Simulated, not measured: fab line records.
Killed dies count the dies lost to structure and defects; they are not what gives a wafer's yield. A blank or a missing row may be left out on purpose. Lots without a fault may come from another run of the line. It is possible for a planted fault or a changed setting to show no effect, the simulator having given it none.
Which tool was responsible? / flow berkeley_cmos170 / 42 wafers from 14 lots sampled at 3 of the route's 331 steps

== WHAT THE GAUGES SHOWED, per wafer ==
UCB170_M2_RS_MEAS_02: the measuring method here is four-point-probe. Usual: for M2_AL_RS the level is 0.0323 ohm/sq and the standard deviation is 0.00033.
lot=L176; measured=day 7 13:44; on=film_metro-04; M2_AL_RS (ohm/sq)=0.0328 0.0330 0.0329; flag=
lot=L178; measured=day 8 05:04; on=film_metro-01; M2_AL_RS (ohm/sq)=0.0319 0.0319 0.0320; flag=
lot=L177; measured=day 8 05:32; on=film_metro-04; M2_AL_RS (ohm/sq)=0.0322 0.0325 0.0321; flag=
lot=L181; measured=day 8 21:34; on=film_metro-01; M2_AL_RS (ohm/sq)=0.0321 0.0321 0.0320; flag=
lot=L180; measured=day 8 22:10; on=film_metro-04; M2_AL_RS (ohm/sq)=0.0328 0.0324 0.0326; flag=
lot=L182; measured=day 9 02:39; on=film_metro-03; M2_AL_RS (ohm/sq)=0.0323 0.0324 0.0322; flag=
lot=L183; measured=day 9 07:31; on=film_metro-03; M2_AL_RS (ohm/sq)=0.0328 0.0324 0.0325; flag=
lot=L184; measured=day 9 15:56; on=film_metro-03; M2_AL_RS (ohm/sq)=0.0321 0.0322 0.0321; flag=
lot=L188; measured=day 10 02:42; on=film_metro-03; M2_AL_RS (ohm/sq)=0.0320 0.0322 0.0319; flag=
lot=L187; measured=day 10 03:20; on=film_metro-03; M2_AL_RS (ohm/sq)=0.0324 0.0323 0.0321; flag=
lot=L190; measured=day 10 20:17; on=film_metro-01; M2_AL_RS (ohm/sq)=0.0325 0.0327 0.0325; flag=
lot=L193; measured=day 10 20:31; on=film_metro-03; M2_AL_RS (ohm/sq)=0.0321 0.0323 0.0320; flag=
lot=L196; measured=day 11 21:52; on=film_metro-04; M2_AL_RS (ohm/sq)=0.0964 0.0932 0.0970; flag=OFF
lot=L199; measured=day 12 04:26; on=film_metro-04; M2_AL_RS (ohm/sq)=0.0983 0.1007 0.1007; flag=OFF

UCB170_M2_THK_MEAS_03: measures by xrf. Usual: for M2_AL_THK the level is 903 nm and the standard deviation is 10.
lot=L176; measured=day 7 13:50; on=film_metro-04; M2_AL_THK (nm)=883 888 881; flag=
lot=L178; measured=day 8 05:11; on=film_metro-01; M2_AL_THK (nm)=922 923 920; flag=
lot=L177; measured=day 8 05:38; on=film_metro-04; M2_AL_THK (nm)=907 902 907; flag=
lot=L181; measured=day 8 21:41; on=film_metro-01; M2_AL_THK (nm)=913 918 914; flag=
lot=L180; measured=day 8 22:16; on=film_metro-04; M2_AL_THK (nm)=882 905 896; flag=
lot=L182; measured=day 9 02:46; on=film_metro-03; M2_AL_THK (nm)=901 900 904; flag=
lot=L183; measured=day 9 07:38; on=film_metro-03; M2_AL_THK (nm)=883 892 892; flag=
lot=L184; measured=day 9 16:02; on=film_metro-03; M2_AL_THK (nm)=900 896 902; flag=
lot=L188; measured=day 10 02:47; on=film_metro-03; M2_AL_THK (nm)=905 899 911; flag=
lot=L187; measured=day 10 03:26; on=film_metro-03; M2_AL_THK (nm)=900 903 905; flag=
lot=L190; measured=day 10 20:23; on=film_metro-01; M2_AL_THK (nm)=899 891 901; flag=
lot=L193; measured=day 10 20:38; on=film_metro-03; M2_AL_THK (nm)=908 893 909; flag=
lot=L196; measured=day 11 21:58; on=film_metro-04; M2_AL_THK (nm)=310 323 306; flag=OFF
lot=L199; measured=day 12 04:33; on=film_metro-04; M2_AL_THK (nm)=301 296 298; flag=OFF

== TOOL THAT RAN EACH LOT (tool first, then ch and the chambers of the sampled wafers, then the start) ==
lot=L176; UCB170_M2_SPUTTER_01=pvd_sputter-02, day 7 13:38
lot=L178; UCB170_M2_SPUTTER_01=pvd_sputter-03, day 8 04:59
lot=L177; UCB170_M2_SPUTTER_01=pvd_sputter-02, day 8 05:26
lot=L181; UCB170_M2_SPUTTER_01=pvd_sputter-01, day 8 21:28
lot=L180; UCB170_M2_SPUTTER_01=pvd_sputter-03, day 8 22:01
lot=L182; UCB170_M2_SPUTTER_01=pvd_sputter-01, day 9 02:33
lot=L183; UCB170_M2_SPUTTER_01=pvd_sputter-01, day 9 07:26
lot=L184; UCB170_M2_SPUTTER_01=pvd_sputter-01, day 9 15:49
lot=L188; UCB170_M2_SPUTTER_01=pvd_sputter-01, day 10 02:33
lot=L187; UCB170_M2_SPUTTER_01=pvd_sputter-01, day 10 03:07
lot=L190; UCB170_M2_SPUTTER_01=pvd_sputter-01, day 10 20:09
lot=L193; UCB170_M2_SPUTTER_01=pvd_sputter-02, day 10 20:25
lot=L196; UCB170_M2_SPUTTER_01=pvd_sputter-01, day 11 21:45
lot=L199; UCB170_M2_SPUTTER_01=pvd_sputter-01, day 12 04:21
- UCB170_M2_SPUTTER_01: material Al, target thk 900 nm, time 120 s.

== WHAT THE TOOLS THEMSELVES READ (means of the sampled wafers that have a number; where no wafer has one, the mark that the record gives instead) ==
UCB170_M2_SPUTTER_01. Usual: cathode_dc_power_W 6000.1 W, standard deviation 1.1; throttle_valve_pct 30.2 %, standard deviation 0.57.
lot=L176; tool=pvd_sputter-02; cathode_dc_power_W (W)=6001.3; throttle_valve_pct (%)=30.5; flag=
lot=L178; tool=pvd_sputter-03; cathode_dc_power_W (W)=6000.4; throttle_valve_pct (%)=29.9; flag=
lot=L177; tool=pvd_sputter-02; cathode_dc_power_W (W)=6000.7; throttle_valve_pct (%)=30.6; flag=
lot=L181; tool=pvd_sputter-01; cathode_dc_power_W (W)=6000.1; throttle_valve_pct (%)=30.1; flag=
lot=L180; tool=pvd_sputter-03; cathode_dc_power_W (W)=5999.9; throttle_valve_pct (%)=30.3; flag=
lot=L182; tool=pvd_sputter-01; cathode_dc_power_W (W)=6000.6; throttle_valve_pct (%)=30.3; flag=
lot=L183; tool=pvd_sputter-01; cathode_dc_power_W (W)=5999.6; throttle_valve_pct (%)=30.3; flag=
lot=L184; tool=pvd_sputter-01; cathode_dc_power_W (W)=6000.8; throttle_valve_pct (%)=29.9; flag=
lot=L188; tool=pvd_sputter-01; cathode_dc_power_W (W)=5999.3; throttle_valve_pct (%)=29.9; flag=
lot=L187; tool=pvd_sputter-01; cathode_dc_power_W (W)=5999.9; throttle_valve_pct (%)=30.2; flag=
lot=L190; tool=pvd_sputter-01; cathode_dc_power_W (W)=5999.7; throttle_valve_pct (%)=30.1; flag=
lot=L193; tool=pvd_sputter-02; cathode_dc_power_W (W)=5999.4; throttle_valve_pct (%)=30.5; flag=
lot=L196; tool=pvd_sputter-01; cathode_dc_power_W (W)=5999.9; throttle_valve_pct (%)=30.2; flag=
lot=L199; tool=pvd_sputter-01; cathode_dc_power_W (W)=5999.4; throttle_valve_pct (%)=29.8; flag=

== THE ANSWER, worked out from the rows above alone ==
Rule: a lot is off if the mean of its wafers that have a number lies more than 3 standard deviations from the usual mean. A lot without any number at a reading at which 4 lots or more have one is off too. All remaining lots with rows at the step are treated as sound. First the gauges in route order, then the tools' own readings, where a lot's mean is used as printed above. At the first step where some lot is off, the reading lying furthest off is the one used; lots without a number count as furthest.
Off: at UCB170_M2_RS_MEAS_02 (M2_AL_RS), L196, L199.
A tool fits if, at a process step before that reading, it ran every lot that is off, and no sound lot after the first of them. The gauges at UCB170_M2_RS_MEAS_02 are tried like those tools. Undecided on this evidence; 2 tools fit (pvd_sputter-01 at UCB170_M2_SPUTTER_01, film_metro-04 at UCB170_M2_RS_MEAS_02).

== WHAT THE SIMULATOR HAD INSERTED ==
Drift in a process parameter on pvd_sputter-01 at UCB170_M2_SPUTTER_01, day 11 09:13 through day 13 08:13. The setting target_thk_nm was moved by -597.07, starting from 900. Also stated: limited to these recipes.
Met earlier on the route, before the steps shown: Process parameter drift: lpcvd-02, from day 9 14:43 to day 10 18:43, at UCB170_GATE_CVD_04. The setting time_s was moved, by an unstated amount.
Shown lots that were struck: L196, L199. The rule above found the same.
